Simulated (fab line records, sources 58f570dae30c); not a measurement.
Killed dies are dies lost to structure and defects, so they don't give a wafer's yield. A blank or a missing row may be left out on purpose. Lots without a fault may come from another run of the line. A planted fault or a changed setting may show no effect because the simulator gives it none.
Which tool did it? | flow berkeley_cmos170 | 7 lots, 21 wafers sampled, at 4 steps of a route of 331

WHAT THE GAUGES READ, wafer by wafer
UCB170_V2_OVL_MEAS_13.
lot  | measured     | on         | V2_OVL (nm)
L107 | day 7 13:22  | overlay-02 | 4 5 2
L111 | day 8 10:35  | overlay-02 | 3 10 4
L113 | day 8 21:52  | overlay-02 | 1 9 7
L114 | day 9 12:35  | overlay-02 | -1 8 -3
L123 | day 10 20:26 | overlay-01 | 2 3 4
L127 | day 11 15:54 | overlay-02 | 2 1 -4
L129 | day 12 00:34 | overlay-02 | 4 7 -1

WHICH TOOL RAN EACH LOT (tool, then ch and the chambers of the sampled wafers, then the start)
lot  | UCB170_SDANNEAL_RTA_00           | UCB170_CONTACT_STRIP_06              | UCB170_V2_COAT_07
L107 | rtp_anneal-02 ch 0, day 6 12:22  | plasma_asher-04 ch 0,1, day 6 17:22  | litho_track-04 ch 0, day 7 12:25
L111 | rtp_anneal-02 ch 0, day 7 09:50  | plasma_asher-01 ch 0,1, day 7 14:50  | litho_track-03 ch 0, day 8 09:44
L113 | rtp_anneal-01 ch 0, day 7 21:22  | plasma_asher-03 ch 0,1, day 8 00:49  | litho_track-01 ch 0, day 8 21:07
L114 | rtp_anneal-01 ch 0, day 8 10:33  | plasma_asher-01 ch 0,1, day 8 15:58  | litho_track-03 ch 0, day 9 11:17
L123 | rtp_anneal-02 ch 0, day 9 23:26  | plasma_asher-03 ch 0,1, day 10 04:20 | litho_track-01 ch 0, day 10 19:31
L127 | rtp_anneal-02 ch 0, day 10 16:51 | plasma_asher-04 ch 0,1, day 10 21:11 | litho_track-01 ch 0, day 11 14:58
L129 | rtp_anneal-01 ch 0, day 11 05:32 | plasma_asher-03 ch 0,1, day 11 10:17 | litho_track-01 ch 0, day 11 23:38
- UCB170_SDANNEAL_RTA_00: time 10 s.
- UCB170_CONTACT_STRIP_06: strips in O2.
- UCB170_V2_COAT_07: resist thk 900 nm.

THE ANSWER, worked out from the rows above alone
Rule: what is usual is taken from the lots themselves. Put in order of their means at a reading, lots are off if they are a third of the lots or fewer, leave a main group of 4 or more, and stand apart from it by a gap of 3 or more times the standard deviation of the main group's means; of several such gaps the widest counts. A main group whose means are all the same, to the digits that the tables above print for the reading, isn't used. A lot without any number at a reading at which 4 lots or more have one is off too. The other lots that the step has rows for count as sound.
No lot is off at any reading shown: from this, nothing can be told.

WHAT THE SIMULATOR HAD PUT IN
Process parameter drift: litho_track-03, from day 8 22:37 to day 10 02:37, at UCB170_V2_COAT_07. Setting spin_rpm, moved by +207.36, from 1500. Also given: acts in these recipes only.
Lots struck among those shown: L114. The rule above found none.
